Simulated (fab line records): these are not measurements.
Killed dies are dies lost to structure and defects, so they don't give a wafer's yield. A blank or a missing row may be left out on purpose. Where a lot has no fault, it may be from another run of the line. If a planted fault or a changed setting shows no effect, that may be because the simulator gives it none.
Split-lot experiment / flow berkeleyCmos170 / route with 331 steps; 5 lots, 27 wafers read

== THE SPLIT ==
At UCB170_SILICIDE_SPUTTER_01 (material Ti, target thk 30 nm, time 25 s), the setting timeS was moved away from the recipe's 25 s on 6 of the 27 wafers read, by -33.2% to -31.8%. This setting was run at the recipe's value on the other wafers.

== FROM SPLIT TO READING: 1 step shown by the file between the two ==
- UCB170_SILICIDE_RS_MEAS_02: measures by four-point-probe

== THE READING ==
SILICIDE_TI_THK, in nm, at UCB170_SILICIDE_THK_MEAS_03 (measures by xrf). Typical for fault-free wafers on this fab line: 30.7 nm, with standard deviation 0.39 nm.

wafer=L074.1; tool, chamber at the split=pvdSputter-01, -; timeS as run, s=25; against the recipe=recipe; SILICIDE_TI_THK, nm=31.0; against lot-mates on the recipe=-
wafer=L074.2; tool, chamber at the split=pvdSputter-01, -; timeS as run, s=17.04; against the recipe=-31.8%; SILICIDE_TI_THK, nm=21.2; against lot-mates on the recipe=-9.5
wafer=L074.3; tool, chamber at the split=pvdSputter-01, -; timeS as run, s=25; against the recipe=recipe; SILICIDE_TI_THK, nm=30.5; against lot-mates on the recipe=-
wafer=L074.4; tool, chamber at the split=pvdSputter-01, -; timeS as run, s=17.04; against the recipe=-31.8%; SILICIDE_TI_THK, nm=21.0; against lot-mates on the recipe=-9.7
wafer=L074.5; tool, chamber at the split=pvdSputter-01, -; timeS as run, s=17.04; against the recipe=-31.8%; SILICIDE_TI_THK, nm=21.0; against lot-mates on the recipe=-9.7
wafer=L074.6; tool, chamber at the split=pvdSputter-01, -; timeS as run, s=25; against the recipe=recipe; SILICIDE_TI_THK, nm=30.5; against lot-mates on the recipe=-
wafer=L077.1; tool, chamber at the split=pvdSputter-01, -; timeS as run, s=25; against the recipe=recipe; SILICIDE_TI_THK, nm=30.7; against lot-mates on the recipe=-
wafer=L077.2; tool, chamber at the split=pvdSputter-01, -; timeS as run, s=25; against the recipe=recipe; SILICIDE_TI_THK, nm=30.7; against lot-mates on the recipe=-
wafer=L077.3; tool, chamber at the split=pvdSputter-01, -; timeS as run, s=16.71; against the recipe=-33.2%; SILICIDE_TI_THK, nm=20.7; against lot-mates on the recipe=-10.0
wafer=L077.4; tool, chamber at the split=pvdSputter-01, -; timeS as run, s=16.71; against the recipe=-33.2%; SILICIDE_TI_THK, nm=20.3; against lot-mates on the recipe=-10.4
wafer=L077.5; tool, chamber at the split=pvdSputter-01, -; timeS as run, s=16.71; against the recipe=-33.2%; SILICIDE_TI_THK, nm=20.7; against lot-mates on the recipe=-10.0
wafer=L077.6; tool, chamber at the split=pvdSputter-01, -; timeS as run, s=25; against the recipe=recipe; SILICIDE_TI_THK, nm=30.8; against lot-mates on the recipe=-
wafer=L079.1; tool, chamber at the split=pvdSputter-04, -; timeS as run, s=25; against the recipe=recipe; SILICIDE_TI_THK, nm=31.4; against lot-mates on the recipe=-
wafer=L079.2; tool, chamber at the split=pvdSputter-04, -; timeS as run, s=25; against the recipe=recipe; SILICIDE_TI_THK, nm=30.9; against lot-mates on the recipe=-
wafer=L079.4; tool, chamber at the split=pvdSputter-04, -; timeS as run, s=25; against the recipe=recipe; SILICIDE_TI_THK, nm=31.2; against lot-mates on the recipe=-
wafer=L080.1; tool, chamber at the split=pvdSputter-03, -; timeS as run, s=25; against the recipe=recipe; SILICIDE_TI_THK, nm=30.6; against lot-mates on the recipe=-
wafer=L080.2; tool, chamber at the split=pvdSputter-03, -; timeS as run, s=25; against the recipe=recipe; SILICIDE_TI_THK, nm=31.1; against lot-mates on the recipe=-
wafer=L080.3; tool, chamber at the split=pvdSputter-03, -; timeS as run, s=25; against the recipe=recipe; SILICIDE_TI_THK, nm=30.9; against lot-mates on the recipe=-
wafer=L080.4; tool, chamber at the split=pvdSputter-03, -; timeS as run, s=25; against the recipe=recipe; SILICIDE_TI_THK, nm=30.6; against lot-mates on the recipe=-
wafer=L080.5; tool, chamber at the split=pvdSputter-03, -; timeS as run, s=25; against the recipe=recipe; SILICIDE_TI_THK, nm=30.6; against lot-mates on the recipe=-
wafer=L080.6; tool, chamber at the split=pvdSputter-03, -; timeS as run, s=25; against the recipe=recipe; SILICIDE_TI_THK, nm=30.5; against lot-mates on the recipe=-
wafer=L083.1; tool, chamber at the split=pvdSputter-01, -; timeS as run, s=25; against the recipe=recipe; SILICIDE_TI_THK, nm=30.5; against lot-mates on the recipe=-
wafer=L083.2; tool, chamber at the split=pvdSputter-01, -; timeS as run, s=25; against the recipe=recipe; SILICIDE_TI_THK, nm=30.3; against lot-mates on the recipe=-
wafer=L083.3; tool, chamber at the split=pvdSputter-01, -; timeS as run, s=25; against the recipe=recipe; SILICIDE_TI_THK, nm=30.1; against lot-mates on the recipe=-
wafer=L083.4; tool, chamber at the split=pvdSputter-01, -; timeS as run, s=25; against the recipe=recipe; SILICIDE_TI_THK, nm=30.5; against lot-mates on the recipe=-
wafer=L083.5; tool, chamber at the split=pvdSputter-01, -; timeS as run, s=25; against the recipe=recipe; SILICIDE_TI_THK, nm=30.1; against lot-mates on the recipe=-
wafer=L083.6; tool, chamber at the split=pvdSputter-01, -; timeS as run, s=25; against the recipe=recipe; SILICIDE_TI_THK, nm=30.4; against lot-mates on the recipe=-

THE FIT
A straight line over all 27 wafers: SILICIDE_TI_THK changes by +0.303 nm for each +1% of timeS; r = +1.00; the points scatter about the line by 0.31 nm.
The same after taking each lot's own level away (the mean of its wafers on the recipe; 27 wafers): +0.304 nm for each +1%; r = +1.00; scatter 0.19 nm.
The reading moves by 10 nm for the largest change in timeS, on that fit.
The span of the lots' own levels, 30.32 to 31.17 nm, comes to 2.2 times the standard deviation stated above.
So the lot-to-lot level changes the slope little: the two slopes agree.
Check: with one of the wafers moved furthest among these (-33.2%) left out of the fit, the line predicts -10.1 nm for it against its lot-mates. It came out at -10 nm against them.

== THE OTHER SPLITS THESE WAFERS WENT THROUGH ==
Other splits were also applied to these wafers ahead of the reading. Each is held against what the fit with the lots' levels taken away leaves over:
other split on the same wafers=UCB170_ZERO_ETCH_06 targetDepthA; wafers away from the commonest value=9; r with SILICIDE_TI_THK (lot level and that fit taken away)=+0.04
other split on the same wafers=UCB170_NWELL_ETCH_13 targetDepthA; wafers away from the commonest value=6; r with SILICIDE_TI_THK (lot level and that fit taken away)=+0.41
other split on the same wafers=UCB170_SPACER_ETCHBACK_03 targetDepthA; wafers away from the commonest value=9; r with SILICIDE_TI_THK (lot level and that fit taken away)=-0.09

== THE WHOLE CHAIN: every reading that the file lists as answering this split, in the file's order ==
step=UCB170_SILICIDE_SPUTTER_01; what it does=material Ti, target thk 30 nm, time 25 s; reading=Ti_of_SILICIDE_SPUTTER_01.thkNm (the simulator's own value, which no gauge read); change (the file's fit)=+0.295 nm for each +1% of the setting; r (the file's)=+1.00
step=UCB170_SILICIDE_RS_MEAS_02; what it does=measures by four-point-probe; reading=SILICIDE_TI_RS; change (the file's fit)=-0.473 for each +1% of the setting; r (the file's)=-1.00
step=UCB170_SILICIDE_THK_MEAS_03; what it does=measures by xrf; reading=SILICIDE_TI_THK; change (the file's fit)=+0.304 for each +1% of the setting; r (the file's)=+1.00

== THE FILE'S OWN FIT ==
SILICIDE_TI_THK changes by +0.304 nm for each +1% of timeS, r = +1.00.
